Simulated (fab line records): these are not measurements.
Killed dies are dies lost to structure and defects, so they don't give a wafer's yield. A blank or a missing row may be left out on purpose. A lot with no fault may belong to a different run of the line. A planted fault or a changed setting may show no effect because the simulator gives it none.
Struck lot and sound lot, side by side :: flow rit-cmos :: 15 out of 202 route steps
Sound: the wafers L204.2, L204.3, L204.5. Struck: wafer L213.1 (L213.2, L213.3, from the same lot, were not struck and are left out); the cause is given at the end.
At each step with rows: each side's tool, then ch and its chambers, then its first start. Under that, the readings that differ: sound wafers :: struck wafers :: difference of the means :: sigmas: that difference in standard deviations of wafers without a fault.
alike: readings whose means differ by less than 2 such deviations, and words and numbers that are the same on both sides. not compared: withheld readings, readings that some wafer has no value for, bounds like >300 that may hide the same value, and numbers for which the record gives no deviation and whose values overlap.
A row with sigmas, a row that says differs or no value, or rows on one side alone: a step with any of these is where the two part. Non-overlapping numbers with no deviation appear without sigmas and do not part them. Lack of a reading on every wafer of one side parts them only where that side has two or more wafers.

first, 1 step without rows for these wafers: RIT_ACTIVE_OXIDATION_01 (target thk 46.8 nm, ox time 3360 s).
RIT_ACTIVE_THK_MEAS_02:
  sound: film-metro-03 at day 1 17:04; struck: film-metro-04 at day 3 14:29
  alike: ACTIVE_OXIDE_THK
then, 1 step without rows for these wafers: RIT_ACTIVE_CVD_03 (deposits Si3N4 from SiH2Cl2/NH3, target thk 150 nm, time 1500 s).
RIT_ACTIVE_THK_MEAS_04:
  sound: film-metro-04 at day 1 19:15; struck: film-metro-02 at day 3 16:05
reading: ACTIVE_NITRIDE_THK (nm)
sound: 152.8 154.3 151.5
struck: 150.2
difference: -2.7
sigmas: -2
then, 6 steps without rows for these wafers: RIT_ACTIVE_HMDS_05 (prime time 60 s); RIT_ACTIVE_COAT_06 (resist thk 1000 nm); RIT_ACTIVE_SOFTBAKE_07 (time 60 s); RIT_ACTIVE_EXPOSE_08 (exposes mask M1, target cd 1400 nm); RIT_ACTIVE_PEB_09; RIT_ACTIVE_DEVELOP_10 (develop time 50 s).
RIT_ACTIVE_CD_MEAS_11: target cd 1400 nm.
  sound: cd-sem-01 at day 1 20:17; struck: cd-sem-02 at day 3 17:00
reading: cd-nm (nm)
sound: 1401.0 1403.0 1402.9
struck: 1396.0
difference: -6.3
sigmas: -3
then, 1 step without rows for these wafers: RIT_ACTIVE_HARDBAKE_12 (time 60 s).
RIT_ACTIVE_ETCH_13: etches Si3N4 in SF6, stops on SiO2, time 210 s, target depth 210 nm.
  sound on rie-diel-02 ch 1,2,3, day 1 20:32; struck on rie-diel-04 ch 0, day 3 17:16
reading: throttle-valve-pct (%)
sound: 7.63 7.25 7.44
struck: 7.69
difference: +0.25
sigmas: +2

reading: model.NOVOLAK_of_ACTIVE_COAT_06.thk-nm (nm)
sound: 651.7 651.7 657.3
struck: 691.1
difference: +37.5
sigmas: 
  alike: drypump-motor-current-A, oes-product-au
  not compared: rf-hours-counter-h
RIT_ACTIVE_STRIP_14: strips in O2, time 180 s.
  sound on plasma-asher-01 ch 0,1, day 1 20:41; struck on plasma-asher-02 ch 1, day 3 17:24
reading: drypump-motor-current-A (A)
sound: 5.9 5.8 5.9
struck: 4.9
difference: -1.0
sigmas: -3
  not compared: rf-hours-counter-h
next, for these wafers, 1 step has no rows: RIT_M1_PROBE_99.

## WHERE THEY PART
Last at RIT_ACTIVE_STRIP_14 as far as this record goes, first at RIT_ACTIVE_THK_MEAS_04.

WHY: what had been put in by the simulator
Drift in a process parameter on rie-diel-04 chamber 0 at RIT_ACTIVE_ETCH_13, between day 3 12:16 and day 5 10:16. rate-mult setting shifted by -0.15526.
